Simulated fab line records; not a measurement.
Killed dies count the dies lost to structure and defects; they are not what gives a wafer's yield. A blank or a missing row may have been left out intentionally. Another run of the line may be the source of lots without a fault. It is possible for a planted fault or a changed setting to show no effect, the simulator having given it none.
fab line records	flow ritCmos
record: lots: 14	wafers: 42	lastDay: 7
route steps=202 shown PLDD@116 M1@202
lots that met no fault: taken from a fault-free run of the same line
startH: hours from the record's opening day to when the first of the lot's shown wafers began	waitH: time in hours since the lot's previous step	" repeats the value in the row above	L1.1+2: one row covering several wafers at once	- either no value or no given start	* or withheld: withheld	< > ~ a bound
route shown NAME@n: names a module that has steps shown in the file, with the first one's number in the route	usual: mean/standard deviation of fault-free wafers	same: alike in all rows	chamber/n: place in a boat	sites: per-site readings	_std_site: the standard deviation of these	_edge_site: outer sites' mean less inner sites'	radiusMm: how far each site lies from the wafer's centre	mask NAME#n: copy n	behind: the last tool/chamber to shape the wafer	hold: cause of the lot's hold/its duration in hours/its outcome	device: the transistor (n, p or np) that didn't switch	end of line: the route-end tests of the same wafers	where a step has no rows: the recipe by itself	killed: at the first sort, the dies lost to defects and structure; wafer yield is something else	map: per-die view of a wafer (x killed, . not killed, _ where there is no die)
set.NAME: the setting that was run; set.NAME@STEP: the one run at that earlier step	model.NAME: the simulator's own value behind a step, which no gauge read
a sample of lots followed through the steps of the route, with each step as a table and each wafer as a row
== steps ==
step: RIT_PLDD_SOFTBAKE_02
recipe: resist: NOVOLAK	tempC: 90	timeS: 60
usual: exhaustPa: 44.9/0.8	heaterPowerTotalW: 34.56/0.052	plateTempC: 89.98/0.12
same: timeS: 60
lot.wafer	tool	chamber	startH	waitH	exhaustPa	heaterPowerTotalW	plateTempC
L806.1	lithoTrack-04	0	43.36	0.1	46.2	34.50	89.99
L806.4	"	0	"	"	44.4	34.54	89.82
L806.5	"	0	"	"	45.4	34.44	89.89
L807.1	lithoTrack-04	0	50.24	0.1	45.0	34.56	89.81
L807.2	"	0	"	"	44.8	34.49	89.90
L807.5	"	0	"	"	44.0	34.57	89.85
L808.3	lithoTrack-03	0	52.71	0.1	44.4	34.61	90.07
L808.4	"	0	"	"	44.4	34.52	90.15
L808.6	"	0	"	"	43.7	34.60	89.96
L809.1	lithoTrack-02	0	57.71	0.1	44.8	34.50	89.91
L809.3	"	0	"	"	45.0	34.56	89.92
L809.4	"	0	"	"	46.4	34.53	89.93
L811.1	lithoTrack-03	0	68.50	0.1	45.3	34.62	89.93
L811.2	"	0	"	"	43.9	34.61	90.18
L811.5	"	0	"	"	44.4	34.52	89.97
L812.3	lithoTrack-03	0	73.89	0.1	45.8	34.56	89.73
L812.5	"	0	"	"	45.4	34.58	89.85
L812.6	"	0	"	"	44.9	34.66	89.95
L815.1	lithoTrack-04	0	91.74	0.1	44.3	34.60	90.05
L815.2	"	0	"	"	45.6	34.51	90.13
L815.4	"	0	"	"	43.0	34.45	90.15
L816.1	lithoTrack-04	0	95.25	0.1	46.2	34.09	88.93
L816.2	"	0	"	"	45.5	34.04	88.94
L816.3	"	0	"	"	45.2	34.06	88.95
L817.2	lithoTrack-04	0	100.39	0.1	44.4	34.09	89.06
L817.3	"	0	"	"	44.2	34.12	89.21
L817.4	"	0	"	"	43.2	33.99	89.21
L819.2	lithoTrack-03	0	107.90	0.1	45.2	34.57	89.82
L819.3	"	0	"	"	46.0	34.55	89.92
L819.6	"	0	"	"	43.8	34.68	90.05
L826.1	lithoTrack-02	0	141.93	0.1	46.4	34.57	89.93
L826.4	"	0	"	"	44.7	34.56	89.87
L826.6	"	0	"	"	46.5	34.60	90.02
L827.1	lithoTrack-02	0	148.12	0.1	45.2	34.52	90.12
L827.2	"	0	"	"	44.6	34.52	89.95
L827.5	"	0	"	"	43.9	34.52	89.93
L828.1	lithoTrack-03	0	151.71	0.1	46.2	34.61	90.03
L828.4	"	0	"	"	46.1	34.58	90.00
L828.6	"	0	"	"	45.6	34.54	90.12
L829.2	lithoTrack-02	0	156.82	0.1	45.5	34.54	90.17
L829.4	"	0	"	"	45.1	34.55	89.95
L829.6	"	0	"	"	44.8	34.64	90.15
step: RIT_M1_PROBE_99
usual: killed_at_M0_to_M3: 0.0/0.14	killedAtContacts: 0.0/0.22	killedAtFrontEnd: 6.9/3	killedDies: 6.9/3	killedOnRim: 1.9/1.5	killedOpen: 3.5/2	killedShort: 3.4/2.1
same: grossDies: 264	killed_at_M4_up: 0	killedAtBackSide: 0	killedAtOther: 0
lot.wafer	tool	chamber	startH	waitH	killed_at_M0_to_M3	killedAtContacts	killedAtFrontEnd	killedDies	killedOnRim	killedOpen	killedShort
L806.1	prober-01	-	59.19	0.1	1	0	5	6	1	5	1
L806.4	prober-01	-	59.34	0.2	0	0	7	7	3	1	6
L806.5	prober-01	-	59.39	0.2	0	0	9	9	4	6	3
L807.1	prober-02	-	66.48	0.1	0	1	14	15	6	10	5
L807.2	prober-02	-	66.53	0.1	0	0	9	9	5	7	1
L807.5	prober-02	-	66.68	0.2	0	0	10	10	2	4	5
L808.3	prober-01	-	69.73	0.2	0	0	9	9	2	4	5
L808.4	prober-01	-	69.78	0.2	0	0	7	7	2	2	5
L808.6	prober-01	-	69.88	0.2	0	1	7	8	4	3	5
L809.1	prober-02	-	73.68	0.1	0	0	10	10	2	6	4
L809.3	prober-02	-	73.78	0.2	0	1	6	7	2	5	2
L809.4	prober-02	-	73.83	0.2	0	0	4	4	3	4	0
L811.1	prober-02	-	82.84	0.1	0	0	9	9	4	3	6
L811.2	prober-02	-	82.89	0.1	0	0	6	6	1	3	3
L811.5	prober-02	-	83.04	0.2	0	0	5	5	1	2	3
L812.3	prober-01	-	89.54	0.2	0	0	7	7	1	4	3
L812.5	prober-01	-	89.64	0.2	0	0	1	1	0	0	1
L812.6	prober-01	-	89.69	0.2	0	0	5	5	3	2	3
L815.1	prober-02	-	106.86	0.1	0	0	4	4	1	3	1
L815.2	prober-02	-	106.91	0.1	0	1	5	6	2	2	4
L815.4	prober-02	-	107.01	0.2	0	0	6	6	2	3	3
L816.1	prober-01	-	110.48	0.1	0	0	7	7	3	1	6
L816.2	prober-01	-	110.53	0.1	0	0	11	11	3	2	9
L816.3	prober-01	-	110.58	0.2	0	0	7	7	1	3	4
L817.2	prober-02	-	115.87	0.1	0	0	8	8	3	4	4
L817.3	prober-02	-	115.92	0.2	0	0	5	5	2	2	3
L817.4	prober-02	-	115.97	0.2	0	0	4	4	1	3	1
L819.2	prober-02	-	123.52	0.1	0	0	11	11	3	4	7
L819.3	prober-02	-	123.57	0.2	0	0	8	8	2	6	2
L819.6	prober-02	-	123.72	0.2	0	0	9	9	0	4	5
L826.1	prober-01	-	156.57	0.1	0	0	4	4	4	1	3
L826.4	prober-01	-	156.72	0.2	0	0	7	7	3	2	5
L826.6	prober-01	-	156.82	0.2	0	0	8	8	3	5	3
L827.1	prober-02	-	162.84	0.1	0	0	7	7	2	3	4
L827.2	prober-02	-	162.89	0.1	0	0	7	7	2	5	2
L827.5	prober-02	-	163.04	0.2	0	0	6	6	3	3	3
L828.1	prober-01	-	166.57	0.1	0	0	5	5	3	2	3
L828.4	prober-01	-	166.72	0.2	0	0	7	7	1	1	6
L828.6	prober-01	-	166.82	0.2	0	0	5	5	4	0	5
L829.2	prober-02	-	171.60	0.1	0	0	3	3	0	1	2
L829.4	prober-02	-	171.70	0.2	0	0	3	3	0	2	1
L829.6	prober-02	-	171.80	0.2	0	0	4	4	1	3	1
killed by level:class
L806.1 GATE:geometricParticle:open=3 SPACER:geometricParticle:open=1 SILICIDE:geometricParticle:open=1 M1:geometricParticle:short=1
L806.4 GATE:geometricParticle:short=2 FOX1:geometricParticle:short=1 FOX2:geometricParticle:short=1 GATE:geometricParticle:open=1 REOX:geometricParticle:short=1 SILICIDE:geometricParticle:short=1
L806.5 GATE:geometricParticle:short=3 FOX1:geometricParticle:open=2 FOX2:geometricParticle:open=1 GATE:geometricParticle:open=1 REOX:geometricParticle:open=1 SPACER:geometricParticle:open=1
L807.1 SPACER:geometricParticle:open=3 SILICIDE:geometricParticle:open=3 FOX1:geometricParticle:short=2 FOX1:geometricParticle:open=2 FOX2:geometricParticle:short=1 GATE:geometricParticle:short=1 GATE:geometricParticle:open=1 SILICIDE:geometricParticle:short=1
L807.2 FOX2:geometricParticle:open=2 GATE:geometricParticle:open=2 FOX1:geometricParticle:open=1 FOX2:geometricParticle:short=1 SPACER:geometricParticle:open=1 SILICIDE:geometricParticle:open=1 ACTIVE:coatMicrobubblePrinted=1
L807.5 GATE:geometricParticle:open=2 SPACER:geometricParticle:short=2 FOX1:geometricParticle:open=1 FOX1:geometricParticle:short=1 FOX2:geometricParticle:open=1 FOX2:geometricParticle:short=1 GATE:geometricParticle:short=1 NWELL:coatMicrobubblePrinted=1
L808.3 GATE:geometricParticle:open=3 FOX1:geometricParticle:short=2 GATE:geometricParticle:short=1 REOX:geometricParticle:short=1 SPACER:geometricParticle:open=1 SILICIDE:geometricParticle:short=1
L808.4 GATE:geometricParticle:short=2 SPACER:geometricParticle:short=2 FOX1:geometricParticle:short=1 FOX2:geometricParticle:open=1 SPACER:geometricParticle:open=1
L808.6 GATE:geometricParticle:short=2 GATE:geometricParticle:open=2 FOX1:geometricParticle:short=1 FOX2:geometricParticle:short=1 SPACER:geometricParticle:short=1 CONTACT:geometricParticle:open=1
L809.1 GATE:geometricParticle:open=4 REOX:geometricParticle:short=2 FOX1:geometricParticle:open=1 FOX2:geometricParticle:short=1 GATE:geometricParticle:short=1 SPACER:geometricParticle:open=1
L809.3 GATE:geometricParticle:short=2 GATE:geometricParticle:open=2 FOX1:geometricParticle:open=1 REOX:geometricParticle:open=1 CONTACT:geometricParticle:open=1
L809.4 GATE:geometricParticle:open=2 SPACER:geometricParticle:open=1 SILICIDE:geometricParticle:open=1
L811.1 REOX:geometricParticle:short=3 GATE:geometricParticle:short=2 FOX1:geometricParticle:open=1 GATE:geometricParticle:open=1 SILICIDE:geometricParticle:open=1 SILICIDE:geometricParticle:short=1
L811.2 GATE:geometricParticle:short=3 GATE:geometricParticle:open=3
L811.5 SPACER:geometricParticle:short=3 GATE:geometricParticle:open=1 SILICIDE:geometricParticle:open=1
L812.3 REOX:geometricParticle:open=3 FOX2:geometricParticle:open=1 FOX2:geometricParticle:short=1 GATE:geometricParticle:short=1 SPACER:geometricParticle:short=1
L812.5 GATE:geometricParticle:short=1
L812.6 FOX1:geometricParticle:short=1 FOX2:geometricParticle:short=1 GATE:geometricParticle:short=1 GATE:geometricParticle:open=1 REOX:geometricParticle:open=1
L815.1 GATE:geometricParticle:open=2 GATE:geometricParticle:short=1 SPACER:geometricParticle:open=1
L815.2 GATE:geometricParticle:open=2 FOX1:geometricParticle:short=1 REOX:geometricParticle:short=1 SILICIDE:geometricParticle:short=1 CONTACT:geometricParticle:short=1
L815.4 FOX1:geometricParticle:short=1 GATE:geometricParticle:short=1 GATE:geometricParticle:open=1 REOX:geometricParticle:open=1 SPACER:geometricParticle:short=1 SILICIDE:geometricParticle:open=1
L816.1 GATE:geometricParticle:short=4 REOX:geometricParticle:short=2 FOX2:geometricParticle:open=1
L816.2 REOX:geometricParticle:short=4 FOX1:geometricParticle:short=2 GATE:geometricParticle:open=2 GATE:geometricParticle:short=2 SILICIDE:geometricParticle:short=1
L816.3 GATE:geometricParticle:short=2 SPACER:geometricParticle:short=2 FOX1:geometricParticle:open=1 GATE:geometricParticle:open=1 REOX:geometricParticle:open=1
L817.2 GATE:geometricParticle:open=3 GATE:geometricParticle:short=2 FOX1:geometricParticle:short=1 FOX1:geometricParticle:open=1 SILICIDE:geometricParticle:short=1
L817.3 GATE:geometricParticle:short=2 FOX1:geometricParticle:open=1 GATE:geometricParticle:open=1 SPACER:geometricParticle:short=1
L817.4 FOX1:geometricParticle:open=1 FOX2:geometricParticle:open=1 REOX:geometricParticle:open=1 REOX:geometricParticle:short=1
L819.2 SILICIDE:geometricParticle:short=3 FOX2:geometricParticle:short=2 GATE:geometricParticle:open=2 GATE:geometricParticle:short=2 REOX:geometricParticle:open=1 SILICIDE:geometricParticle:open=1
L819.3 REOX:geometricParticle:open=2 SPACER:geometricParticle:open=2 GATE:geometricParticle:open=1 REOX:geometricParticle:short=1 SPACER:geometricParticle:short=1 SILICIDE:geometricParticle:open=1
L819.6 FOX2:geometricParticle:short=3 SILICIDE:geometricParticle:open=2 GATE:geometricParticle:short=1 GATE:geometricParticle:open=1 REOX:geometricParticle:short=1 SPACER:geometricParticle:open=1
L826.1 GATE:geometricParticle:short=3 SILICIDE:geometricParticle:open=1
L826.4 GATE:geometricParticle:short=4 GATE:geometricParticle:open=2 SPACER:geometricParticle:short=1
L826.6 GATE:geometricParticle:open=4 ACTIVE:geometricParticle:short=1 GATE:geometricParticle:short=1 SILICIDE:geometricParticle:short=1 SILICIDE:geometricParticle:open=1
L827.1 FOX1:geometricParticle:open=3 FOX1:geometricParticle:short=1 GATE:geometricParticle:short=1 REOX:geometricParticle:short=1 SILICIDE:geometricParticle:short=1
L827.2 GATE:geometricParticle:open=2 FOX1:geometricParticle:open=1 REOX:geometricParticle:short=1 REOX:geometricParticle:open=1 SPACER:geometricParticle:open=1 SPACER:geometricParticle:short=1
L827.5 GATE:geometricParticle:open=3 GATE:geometricParticle:short=2 REOX:geometricParticle:short=1
L828.1 SILICIDE:geometricParticle:short=2 FOX1:geometricParticle:open=1 FOX2:geometricParticle:short=1 GATE:geometricParticle:open=1
L828.4 SPACER:geometricParticle:short=2 SILICIDE:geometricParticle:short=2 FOX1:geometricParticle:open=1 GATE:geometricParticle:short=1 REOX:geometricParticle:short=1
L828.6 FOX1:geometricParticle:short=2 GATE:geometricParticle:short=2 SILICIDE:geometricParticle:short=1
L829.2 FOX1:geometricParticle:short=1 SPACER:geometricParticle:open=1 SILICIDE:geometricParticle:short=1
L829.4 GATE:geometricParticle:open=2 SILICIDE:geometricParticle:short=1
L829.6 GATE:geometricParticle:open=2 FOX2:geometricParticle:open=1 GATE:geometricParticle:short=1
== key ==
firstSign: step: RIT_PLDD_SOFTBAKE_02	reading: heaterPowerTotalW	direction: down	sigmas: 9.5	usual: 34.56	struck: 34.07
effect: step: RIT_PLDD_SOFTBAKE_02	reading: plateTempC	direction: down	sigmas: 8	usual: *	struck: *
metAt RIT_PLDD_SOFTBAKE_02
struckLots L816,L817
testerLeftOut L816,L817
onsetBetween 91.74 95.25
fault: kind: processParameterDrift	tool: lithoTrack-04	chamber: -	onsetH: 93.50	steps: RIT_PLDD_SOFTBAKE_02	channel: tempC	offset: *	shape: step	endH: 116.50	actsIn: *	stated: *
testerLeftOut: of these lots the tester's yield and bins aren't shown, on N5 and GAA mostly nor the transistor test; their killed dies are dies lost to structure and defects alone, not to doping, threshold or leakage, so they don't give the yield
